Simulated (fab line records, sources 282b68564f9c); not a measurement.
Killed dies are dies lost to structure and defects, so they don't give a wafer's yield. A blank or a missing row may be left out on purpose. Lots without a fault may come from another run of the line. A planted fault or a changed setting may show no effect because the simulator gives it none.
Problem report in the 8D (eight disciplines) form, filled by code | flow rit_cmos | the parts of the form that need people (team, actions taken, sign-off) are left out

1. THE PROBLEM
killed_at_contacts at RIT_M1_PROBE_99 reads a mean of 15.0 on 3 wafers of 2 lots; wafers without a fault read 0.0 with a standard deviation of 0.22. That is +68 standard deviations from the usual mean.
First seen on wafer L384.1, day 7 22:34, on prober-01. The record holds 12 wafers of 4 lots with a number at this step. Rule for "out", or "out of limits": more than 4 standard deviations from the usual mean. The other wafers with a number count as sound.

2. WHAT IT IS AND WHAT IT IS NOT
question                    | is                                | is not
which readings at this step | killed_at_contacts, killed_on_rim | killed_at_M0_to_M3, killed_at_front_end, killed_open, killed_short
which lots                  | L384, L385                        | L374, L376
which wafers of those lots  | L384.1, L384.6, L385.4            | L384.4, L385.2, L385.6
read on which tools         | prober-01, prober-02              | -
when                        | from day 7 22:34                  | up to then (6 sound wafers); but 3 sound wafers of L384, L385 came after

3. SUSPECTS, AND WHAT RULES EACH OUT
Counting: a tool at a process step up to the reading stays a suspect if it ran every lot that is out. Sound lots after the first of them don't rule it out here, since some wafers of a struck lot are sound.
- plasma_asher-01 at RIT_CONTACT_STRIP_12 (strips in O2, time 180 s): kept. It ran every lot that is out, first L384 (day 7 17:55); its last sound lot up to then is L376 (day 6 01:44).
- Within plasma_asher-01 at RIT_CONTACT_STRIP_12: the wafers that are out ran in chamber 0; their sound lot-mates ran in chamber 1.
Left after counting: plasma_asher-01 at RIT_CONTACT_STRIP_12.

4. THE CAUSE (what the simulator had put in)
Chamber particle source: plasma_asher-01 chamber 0, from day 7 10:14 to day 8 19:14, at RIT_CONTACT_STRIP_12. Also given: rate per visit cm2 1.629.
Counting left only this tool.

5. THE CHAIN OF EFFECTS, in route order
Each row: a reading whose mean over the struck wafers that have a number lies more than 3 standard deviations from the usual. Only readings for which the record gives a usual standard deviation are gone through. hours: the time from each lot's start at the first step in this table that gives one to its start at this step, as a median over the lots. sigmas: the change in usual standard deviations.
hours | step            | reading            | usual | on struck wafers | change | sigmas
0     | RIT_M1_PROBE_99 | killed_at_contacts | 0.0   | 15.0             | +15.0  | +68
0     | RIT_M1_PROBE_99 | killed_dies        | 6.9   | 19.0             | +12.1  | +4.0
0     | RIT_M1_PROBE_99 | killed_on_rim      | 1.9   | 11.0             | +9.1   | +6.1
The process steps in it:
- RIT_M1_PROBE_99

6. WHAT WOULD HAVE CAUGHT IT SOONER
In this record the first reading out of limits was taken at day 7 22:34, 12 hours after the fault began at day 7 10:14.
Of the tool readings at RIT_CONTACT_STRIP_12 for which the record gives a usual standard deviation, none was out on any struck wafer, so an alarm limit of 4 standard deviations on them would not have fired.
Of the lots that are out (2), L385 began RIT_CONTACT_STRIP_12 on plasma_asher-01 after day 7 22:34. A hold on the tool at that time would have spared it.
